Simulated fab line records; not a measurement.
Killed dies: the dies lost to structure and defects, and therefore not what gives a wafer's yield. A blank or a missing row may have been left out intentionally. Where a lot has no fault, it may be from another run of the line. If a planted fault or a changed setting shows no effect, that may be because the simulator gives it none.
fab line records	flow rit_cmos
record: lots: 5	wafers: 15	last_day: 6
route steps=202 shown SILICIDE@161 CONTACT@168 M1@202
lots that met no fault: taken from a fault-free run of the same line
start_h: the number of hours between the record's first day and the start of the first shown wafer of the lot	wait_h: how many hours have passed since the lot's step before this one	" repeats the value in the row above	L1.1+2: a single row standing in for several wafers	- value missing, or start not given	* or withheld: withheld	< > ~ a bound
route shown NAME@n: a module of which the file shows steps, and the number in the route of the first	usual: mean/standard deviation of fault-free wafers	same: alike in all rows	chamber/n: place in a boat	sites: each site's reading	_std_site: how widely they spread, as a standard deviation	_edge_site: mean of outer sites minus mean of inner sites	radius_mm: how far each site lies from the wafer's centre	mask NAME#n: copy n	behind: the last tool/chamber to shape the wafer	hold: why the lot went on hold/how many hours it stayed there/how the hold came to an end	device: which transistor (n, p or np) failed to switch	end of line: tests run on the same wafers once the route is complete	for a step that has no rows: nothing shown but its recipe	killed: dies that structure and defects cost at the first sort, which is not the same as the wafer's yield	map: shows each die of a wafer: x if killed, . if not, _ if none is there
set.NAME: the run value of the setting; set.NAME@STEP: its run value at that earlier step	model.NAME: the simulator's own value behind a step, which no gauge read
certain route steps with their lots: each step a table, each wafer a row
services: when a tool's chamber went out of use (start_h, in hours from the record's first day, below 0 if earlier), for how many hours, and the reason
== steps ==
step: RIT_SILICIDE_WET_ETCH_00
recipe: chemistry: BOE	target: SiO2	target_depth_nm: 14	time_s: 15	dry: n2_spin	dilution: 10:1	temp_c: 21.5
step: RIT_SILICIDE_SPUTTER_01
recipe: material: Ti	target_thk_nm: 30	power_w: 350	chamber_pressure_pa: 0.667	gas: Ar	time_s: 240	substrate_temp_c: 25
usual: throttle_valve_pct: 30.0/0.85
lot.wafer	tool	chamber	start_h	wait_h	throttle_valve_pct
L646.1	pvd_sputter-04	-	82.26	0.0	29.7
L646.2	"	-	"	"	30.4
L646.5	"	-	"	"	30.3
L647.1	pvd_sputter-01	-	86.03	0.0	30.0
L647.2	"	-	"	"	30.7
L647.6	"	-	"	"	29.6
L652.1	pvd_sputter-04	-	110.43	0.0	30.8
L652.3	"	-	"	"	30.6
L652.6	"	-	"	"	30.4
L653.2	pvd_sputter-01	-	114.53	0.0	29.6
L653.4	"	-	"	"	28.6
L653.6	"	-	"	"	30.9
L655.2	pvd_sputter-01	-	125.60	0.0	31.2
L655.4	"	-	"	"	29.7
L655.5	"	-	"	"	30.0
step: RIT_SILICIDE_RS_MEAS_02
recipe: thk_meas_gauge: four-point-probe	reads: Ti_of_SILICIDE_SPUTTER_01
usual: SILICIDE_TI_RS: 47.7/0.58
lot.wafer	tool	chamber	start_h	wait_h	SILICIDE_TI_RS[ohm/sq]
L646.1	film_metro-01	-	82.41	0.1	48.1
L646.2	"	-	"	"	47.9
L646.5	"	-	"	"	47.4
L647.1	film_metro-03	-	86.18	0.1	48.8
L647.2	"	-	"	"	48.5
L647.6	"	-	"	"	47.7
L652.1	film_metro-02	-	110.58	0.1	47.0
L652.3	"	-	"	"	47.4
L652.6	"	-	"	"	48.0
L653.2	film_metro-02	-	114.70	0.1	47.6
L653.4	"	-	"	"	48.1
L653.6	"	-	"	"	48.8
L655.2	film_metro-02	-	125.77	0.1	47.8
L655.4	"	-	"	"	47.8
L655.5	"	-	"	"	48.1
step: RIT_SILICIDE_THK_MEAS_03
recipe: thk_meas_gauge: xrf	reads: Ti_of_SILICIDE_SPUTTER_01
usual: SILICIDE_TI_THK: 30.1/0.39
lot.wafer	tool	chamber	start_h	wait_h	SILICIDE_TI_THK[nm]
L646.1	film_metro-01	-	82.53	0.1	29.5
L646.2	"	-	"	"	29.6
L646.5	"	-	"	"	29.8
L647.1	film_metro-03	-	86.30	0.1	29.3
L647.2	"	-	"	"	29.6
L647.6	"	-	"	"	29.9
L652.1	film_metro-02	-	110.70	0.1	30.7
L652.3	"	-	"	"	30.3
L652.6	"	-	"	"	30.0
L653.2	film_metro-02	-	114.81	0.1	30.1
L653.4	"	-	"	"	30.0
L653.6	"	-	"	"	29.6
L655.2	film_metro-02	-	125.88	0.1	30.2
L655.4	"	-	"	"	30.2
L655.5	"	-	"	"	30.2
step: RIT_SILICIDE_RTA_04
recipe: temp_c: 650	time_s: 10	idle_temp_c: 25	ramp_up_s: 5	ramp_down_s: 5	cool_to_c: 25	ambient: N2
usual: wafer_temp_C_max: 653.2/1.3
lot.wafer	tool	chamber	start_h	wait_h	wafer_temp_C_max
L646.1	rtp_anneal-02	0	82.59	0.1	653.0
L646.2	"	0	"	"	652.6
L646.5	"	0	"	"	652.9
L647.1	rtp_anneal-01	0	86.36	0.1	654.6
L647.2	"	0	"	"	654.9
L647.6	"	0	"	"	654.6
L652.1	rtp_anneal-02	0	110.76	0.1	652.2
L652.3	"	0	"	"	651.9
L652.6	"	0	"	"	652.5
L653.2	rtp_anneal-01	0	114.87	0.1	654.7
L653.4	"	0	"	"	653.4
L653.6	"	0	"	"	653.6
L655.2	rtp_anneal-01	0	125.94	0.1	652.6
L655.4	"	0	"	"	653.3
L655.5	"	0	"	"	653.3
step: RIT_SILICIDE_WET_ETCH_05
recipe: chemistry: SPM	target: Ti	temp_c: 90	time_s: 120	dry: n2_spin
step: RIT_SILICIDE_RTA_06
recipe: temp_c: 750	time_s: 10	idle_temp_c: 25	ramp_up_s: 5	ramp_down_s: 10	cool_to_c: 25	ambient: N2
usual: wafer_temp_C_max: 753.7/1.5
lot.wafer	tool	chamber	start_h	wait_h	wafer_temp_C_max
L646.1	rtp_anneal-01	0	82.70	0.0	755.2
L646.2	"	0	"	"	755.4
L646.5	"	0	"	"	753.6
L647.1	rtp_anneal-02	0	86.47	0.0	752.4
L647.2	"	0	"	"	751.9
L647.6	"	0	"	"	752.3
L652.1	rtp_anneal-01	0	110.87	0.0	756.4
L652.3	"	0	"	"	753.6
L652.6	"	0	"	"	755.1
L653.2	rtp_anneal-02	0	114.98	0.0	751.8
L653.4	"	0	"	"	752.6
L653.6	"	0	"	"	753.5
L655.2	rtp_anneal-02	0	126.05	0.0	753.7
L655.4	"	0	"	"	752.9
L655.5	"	0	"	"	752.4
step: RIT_CONTACT_CVD_00
recipe: material: SiO2	target_thk_nm: 400	precursor: TEOS	temp_c: 390	time_s: 61	rf_w: 400
usual: heater_power_w: 318/54	susceptor_temp_C: 389.98/0.18
lot.wafer	tool	chamber	start_h	wait_h	heater_power_w	susceptor_temp_C
L646.1	pecvd-03	2	82.76	0.1	344	389.94
L646.2	"	1	"	"	303	389.95
L646.5	"	2	"	"	353	389.98
L647.1	pecvd-01	0	86.54	0.1	390	390.37
L647.2	"	2	"	"	287	390.14
L647.6	"	1	"	"	364	390.06
L652.1	pecvd-03	1	110.94	0.1	345	389.97
L652.3	"	2	"	"	287	389.93
L652.6	"	2	"	"	308	390.02
L653.2	pecvd-01	2	115.04	0.0	333	389.91
L653.4	"	2	"	"	333	390.19
L653.6	"	0	"	"	446	390.05
L655.2	pecvd-03	0	126.11	0.0	268	389.97
L655.4	"	1	"	"	345	389.65
L655.5	"	0	"	"	269	389.84
step: RIT_CONTACT_THK_MEAS_01
recipe: reads: SiO2_of_CONTACT_CVD_00
usual: CONTACT_TEOS_THK: 400/4.8
lot.wafer	tool	chamber	start_h	wait_h	CONTACT_TEOS_THK[nm]
L646.1	film_metro-04	-	82.82	0.0	399
L646.2	"	-	"	"	399
L646.5	"	-	"	"	397
L647.1	film_metro-01	-	86.59	0.0	393
L647.2	"	-	"	"	390
L647.6	"	-	"	"	401
L652.1	film_metro-02	-	110.99	0.0	405
L652.3	"	-	"	"	405
L652.6	"	-	"	"	403
L653.2	film_metro-02	-	115.10	0.0	401
L653.4	"	-	"	"	405
L653.6	"	-	"	"	409
L655.2	film_metro-01	-	126.17	0.0	400
L655.4	"	-	"	"	403
L655.5	"	-	"	"	412
step: RIT_CONTACT_HMDS_02
recipe: prime_time_s: 60	prime_temp_c: 140
step: RIT_CONTACT_COAT_03
recipe: resist: NOVOLAK	spin_rpm: 3250	resist_thk_nm: 1000
step: RIT_CONTACT_SOFTBAKE_04
recipe: resist: NOVOLAK	temp_c: 90	time_s: 60
step: RIT_CONTACT_EXPOSE_05
recipe: mask_id: M11	na: 0.6	source_shape: conventional	sigma_outer: 0.5	target_cd_nm: 1000	dose_mj: 250
usual: exposure_dose_mJ_cm2: 249.95/0.24	stage_vel_mm_s: 499.97/0.27
same: sigma_outer: 0.5
lot.wafer	tool	chamber	start_h	wait_h	mask	exposure_dose_mJ_cm2	stage_vel_mm_s
L646.1	iline_stepper-02	0	83.33	0.1	M11#0	250.48	499.52
L646.2	"	0	"	"	M11#0	250.50	499.63
L646.5	"	0	"	"	M11#0	250.52	499.78
L647.1	iline_stepper-01	0	87.25	0.2	M11#0	249.83	499.58
L647.2	"	0	"	"	M11#0	250.06	499.77
L647.6	"	0	"	"	M11#0	249.62	499.65
L652.1	iline_stepper-01	0	111.50	0.1	M11#0	240.89	500.45
L652.3	"	0	"	"	M11#0	240.79	500.50
L652.6	"	0	"	"	M11#0	240.94	500.23
L653.2	iline_stepper-02	0	115.83	0.2	M11#0	250.19	500.45
L653.4	"	0	"	"	M11#0	250.50	500.30
L653.6	"	0	"	"	M11#0	250.32	500.04
L655.2	iline_stepper-02	0	126.89	0.2	M11#0	249.76	499.84
L655.4	"	0	"	"	M11#0	249.82	500.48
L655.5	"	0	"	"	M11#0	249.77	500.01
step: RIT_CONTACT_PEB_06
recipe: resist: NOVOLAK	temp_c: withheld	time_s: withheld
step: RIT_CONTACT_DEVELOP_07
recipe: resist: NOVOLAK	develop_time_s: 120	dev_temp_c: 23
step: RIT_CONTACT_CD_MEAS_08
recipe: target_cd_nm: 1000
usual: cd_nm: 1000.5/2
lot.wafer	tool	chamber	start_h	wait_h	cd_nm
L646.1	cd_sem-02	-	83.84	-	1001.6
L646.2	"	-	"	"	997.7
L646.5	"	-	"	"	998.5
L647.1	cd_sem-02	-	87.76	-	999.6
L647.2	"	-	"	"	999.2
L647.6	"	-	"	"	999.2
L652.1	cd_sem-02	-	112.19	-	1051.6
L652.3	"	-	"	"	1064.4
L652.6	"	-	"	"	1059.3
L653.2	cd_sem-02	-	116.35	-	1000.2
L653.4	"	-	"	"	1001.5
L653.6	"	-	"	"	998.6
L655.2	cd_sem-01	-	127.46	-	1003.4
L655.4	"	-	"	"	1002.6
L655.5	"	-	"	"	1000.8
step: RIT_CONTACT_OVL_MEAS_09
usual: CONTACT_OVL: 0.4/1.7
lot.wafer	tool	chamber	start_h	wait_h	CONTACT_OVL[nm]
L646.1	overlay-02	-	83.96	0.1	-0.8
L646.2	"	-	"	"	-2.4
L646.5	"	-	"	"	-4.2
L647.1	overlay-02	-	87.88	0.1	1.2
L647.2	"	-	"	"	1.3
L647.6	"	-	"	"	0.8
L652.1	overlay-01	-	112.31	0.1	3.1
L652.3	"	-	"	"	2.1
L652.6	"	-	"	"	3.6
L653.2	overlay-01	-	116.45	0.1	1.1
L653.4	"	-	"	"	0.9
L653.6	"	-	"	"	1.9
L655.2	overlay-01	-	127.57	0.1	1.2
L655.4	"	-	"	"	3.3
L655.5	"	-	"	"	2.2
step: RIT_CONTACT_HARDBAKE_10
recipe: resist: NOVOLAK	temp_c: 140	time_s: 60
step: RIT_CONTACT_ETCH_11
recipe: target_depth_a: 4800	over_etch_frac: 0.2	stop_on: TiSi2	chemistry: CHF3/CF4/Ar	target: SiO2	CHF3_flow_sccm: 50	cf4_flow_sccm: 10	Ar_flow_sccm: 100	O2_flow_sccm: 5	pressure_mtorr: 100	rf_w: 200	time_s: 320
usual: drypump_motor_current_A: 5.7/0.5	oes_product_au: 0.988/0.011	throttle_valve_pct: 8.84/0.1
lot.wafer	tool	chamber	start_h	wait_h	drypump_motor_current_A	oes_product_au	rf_hours_counter_h	throttle_valve_pct	model.CONTACT.cd_nm
L646.1	rie_diel-03	2	84.15	0.1	5.9	0.971	38	8.93	1002
L646.2	"	3	"	"	6.1	0.998	78	8.77	997.8
L646.5	"	0	"	"	5.1	0.983	-	9.00	998.7
L647.1	rie_diel-04	2	88.07	0.1	5.0	0.990	26	8.93	999.6
L647.2	"	1	"	"	6.5	0.981	66	8.94	998.9
L647.6	"	0	"	"	5.1	0.996	-	8.86	999.4
L652.1	rie_diel-04	1	112.49	0.1	6.5	0.981	67	8.96	1051
L652.3	"	0	"	"	5.1	0.998	126	8.85	1064
L652.6	"	3	"	"	5.9	0.991	-	8.90	1059
L653.2	rie_diel-01	2	116.63	0.1	5.3	1.005	81	8.84	999.9
L653.4	"	2	"	"	5.3	0.996	-	8.84	1001
L653.6	"	3	"	"	6.5	0.984	-	8.78	998.6
L655.2	rie_diel-03	2	127.75	0.1	5.9	0.970	39	8.91	1004
L655.4	"	3	"	"	6.0	0.997	79	8.76	1003
L655.5	"	3	"	"	6.0	1.006	-	8.76	1001
step: RIT_CONTACT_STRIP_12
recipe: chemistry: O2	time_s: 180	resist: NOVOLAK	platen_temp_c: withheld	power_w: 500	pressure_mtorr: 4000	o2_flow_sccm: 4000
usual: drypump_motor_current_A: 5.8/0.3
lot.wafer	tool	chamber	start_h	wait_h	drypump_motor_current_A	rf_hours_counter_h
L646.1	plasma_asher-03	0	84.34	0.1	5.5	42
L646.2	"	1	"	"	6.0	42
L646.5	"	1	"	"	5.9	-
L647.1	plasma_asher-01	0	88.27	0.1	6.1	41
L647.2	"	1	"	"	5.3	41
L647.6	"	0	"	"	6.1	-
L652.1	plasma_asher-03	1	112.69	0.1	5.9	45
L652.3	"	1	"	"	5.9	-
L652.6	"	0	"	"	5.5	-
L653.2	plasma_asher-03	0	116.83	0.1	5.4	46
L653.4	"	0	"	"	5.4	-
L653.6	"	1	"	"	5.9	-
L655.2	plasma_asher-03	0	127.94	0.1	5.5	47
L655.4	"	1	"	"	6.0	-
L655.5	"	1	"	"	6.0	-
step: RIT_M1_PROBE_99
usual: killed_at_M0_to_M3: 0.0/0.083	killed_at_front_end: 7/3.3	killed_dies: 7/3.3	killed_open: 3.6/2	killed_short: 3.6/2.1
same: gross_dies: 264	killed_at_M4_up: 0	killed_at_back_side: 0	killed_at_contacts: 0	killed_at_other: 0
lot.wafer	tool	chamber	start_h	wait_h	killed_at_M0_to_M3	killed_at_front_end	killed_dies	killed_open	killed_short	model.etest.pmos_turned.r_on_ohm_um	model.etest.pmos_0p3.r_on_ohm_um	model.etest.pmos_0p15.r_on_ohm_um	model.etest.nmos_0p3.r_on_ohm_um	model.etest.pldd.rs_ohm_sq	model.etest.pmos_turned.drive_ua_um	model.etest.nmos_0p15.r_on_ohm_um	model.etest.nmos_0p15.drive_ua_um
L646.1	prober-01	-	89.33	0.1	0	6	6	3	3	3288	6217	2677	2123	466.6	200.7	1077	482.6
L646.2	prober-01	-	89.38	0.1	0	4	4	2	2	3300	6280	2663	2139	461.5	201.2	1078	484.3
L646.5	prober-01	-	89.53	0.2	0	4	4	2	2	3214	6083	2619	2102	449.8	205.7	1069	483.7
L647.1	prober-02	-	93.96	0.1	1	9	10	4	6	3616	6457	2909	2184	540.7	180.5	1161	468.9
L647.2	prober-02	-	94.01	0.1	0	6	6	3	3	3540	6312	2866	2136	517.9	185.6	1158	468.9
L647.6	prober-02	-	94.21	0.2	0	16	16	6	10	3563	6198	2875	2122	546.9	182.4	1154	474.8
L652.1	prober-01	-	117.49	0.1	0	5	5	3	2	4831	7336	3535	2329	676.7	119	1173	410.7
L652.3	prober-01	-	117.59	0.2	0	4	4	2	2	4786	7325	3559	2340	651.7	119.1	1181	399.6
L652.6	prober-01	-	117.74	0.2	0	9	9	4	5	4796	7333	3504	2326	638.9	119.8	1164	412.1
L653.2	prober-02	-	121.60	0.1	0	6	6	3	3	3522	6562	2886	2227	490.4	186.2	1166	460.1
L653.4	prober-02	-	121.70	0.2	0	8	8	3	5	3495	6514	2834	2210	505.1	186	1138	465.1
L653.6	prober-02	-	121.80	0.2	0	4	4	4	0	3386	6396	2731	2187	477.9	194	1122	473.4
L655.2	prober-02	-	133.33	0.1	0	9	9	5	4	3558	6411	2839	2259	508.6	179	1178	438.2
L655.4	prober-02	-	133.43	0.2	0	3	3	2	1	3620	6405	2813	2255	536.4	172.1	1200	438
L655.5	prober-02	-	133.48	0.2	0	1	1	1	0	3494	6374	2775	2250	493.7	183.9	1158	442.7
killed by level:class
L646.1 FOX2:geometric_particle:short=2 GATE:geometric_particle:open=2 FOX2:geometric_particle:open=1 SPACER:geometric_particle:short=1
L646.2 FOX2:geometric_particle:short=1 GATE:geometric_particle:open=1 REOX:geometric_particle:open=1 SILICIDE:geometric_particle:short=1
L646.5 FOX1:geometric_particle:short=1 REOX:geometric_particle:open=1 SPACER:geometric_particle:short=1 SILICIDE:geometric_particle:open=1
L647.1 GATE:geometric_particle:short=2 REOX:geometric_particle:open=2 FOX1:geometric_particle:short=1 GATE:geometric_particle:open=1 REOX:geometric_particle:short=1 SPACER:geometric_particle:open=1 SILICIDE:geometric_particle:short=1 M1:geometric_particle:short=1
L647.2 FOX1:geometric_particle:open=2 GATE:geometric_particle:short=2 FOX1:geometric_particle:short=1 GATE:geometric_particle:open=1
L647.6 FOX1:geometric_particle:short=3 REOX:geometric_particle:short=3 REOX:geometric_particle:open=2 GATE:geometric_particle:short=2 SILICIDE:geometric_particle:short=2 FOX2:geometric_particle:open=1 GATE:geometric_particle:open=1 SPACER:geometric_particle:open=1
L652.1 GATE:geometric_particle:open=2 FOX2:geometric_particle:open=1 GATE:geometric_particle:short=1 SPACER:geometric_particle:short=1
L652.3 FOX2:geometric_particle:short=2 GATE:geometric_particle:open=2
L652.6 SPACER:geometric_particle:short=3 GATE:geometric_particle:short=2 FOX1:geometric_particle:open=1 GATE:geometric_particle:open=1 SPACER:geometric_particle:open=1 SILICIDE:geometric_particle:open=1
L653.2 GATE:geometric_particle:open=3 GATE:geometric_particle:short=2 FOX1:geometric_particle:short=1
L653.4 GATE:geometric_particle:short=2 FOX1:geometric_particle:short=1 FOX1:geometric_particle:open=1 FOX2:geometric_particle:short=1 GATE:geometric_particle:open=1 SILICIDE:geometric_particle:open=1 SILICIDE:geometric_particle:short=1
L653.6 GATE:geometric_particle:open=3 SILICIDE:geometric_particle:open=1
L655.2 FOX1:geometric_particle:open=2 GATE:geometric_particle:short=2 FOX1:geometric_particle:short=1 GATE:geometric_particle:open=1 SPACER:geometric_particle:open=1 SILICIDE:geometric_particle:open=1 SILICIDE:geometric_particle:short=1
L655.4 FOX1:geometric_particle:open=2 GATE:geometric_particle:short=1
L655.5 FOX1:geometric_particle:open=1
== services ==
tool	chamber	start_h	hours	kind
rtp_anneal-02	-	59.20	3.2	pm
iline_stepper-01	-	65.97	1.7	pm
rie_diel-03	1	75.11	-	clean
rie_diel-03	1	75.11	20.8	scheduled_down
rie_diel-03	1	75.11	20.8	vent_cycle
rie_diel-03	2	90.93	5.7	repair
rie_diel-01	1	98.07	-	clean
rie_diel-01	1	98.07	-	consumable_replace:esc
rie_diel-01	1	98.07	27.3	scheduled_down
rie_diel-01	1	98.07	27.3	vent_cycle
plasma_asher-01	-	111.34	10.6	repair
plasma_asher-01	-	123.88	14.6	pm
pecvd-01	0	126.64	3.0	repair
== key ==
first_sign: step: RIT_CONTACT_EXPOSE_05	reading: exposure_dose_mJ_cm2	direction: down	sigmas: 37	usual: 249.95	struck: 240.88
effect: step: RIT_CONTACT_CD_MEAS_08	reading: cd_nm	direction: up	sigmas: 29	usual: 1000.5	struck: 1058.4	through: control_loop
model_effect: step: RIT_CONTACT_ETCH_11	value: CONTACT.cd_nm	without: 1002	struck: 1058
model_effect: step: RIT_M1_PROBE_99	value: etest.pmos_turned.r_on_ohm_um	without: 3320	struck: 4804
met_at RIT_CONTACT_EXPOSE_05
struck_wafers L652.1,L652.3,L652.6
tester_left_out L652
loop_trim: step: RIT_CONTACT_EXPOSE_05	setting: dose	lots: L652
onset_between 87.25 111.50
earlier_fault: kind: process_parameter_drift	tool: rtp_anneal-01	chamber: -	onset_h: 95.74	steps: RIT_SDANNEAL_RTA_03	channel: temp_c	offset: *	shape: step	end_h: 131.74	acts_in: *	stated: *
fault: kind: process_parameter_drift	tool: iline_stepper-01	chamber: -	onset_h: 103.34	steps: RIT_CONTACT_EXPOSE_05	channel: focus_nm	offset: 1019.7	spread_by_wafer: 0.3	shape: step
tester_left_out: of these lots the tester's yield and bins aren't shown, on N5 and GAA mostly nor the transistor test; their killed dies are dies lost to structure and defects alone, not to doping, threshold or leakage, so they don't give the yield
loop_trim: a control loop set the setting to another value than it would have without faults
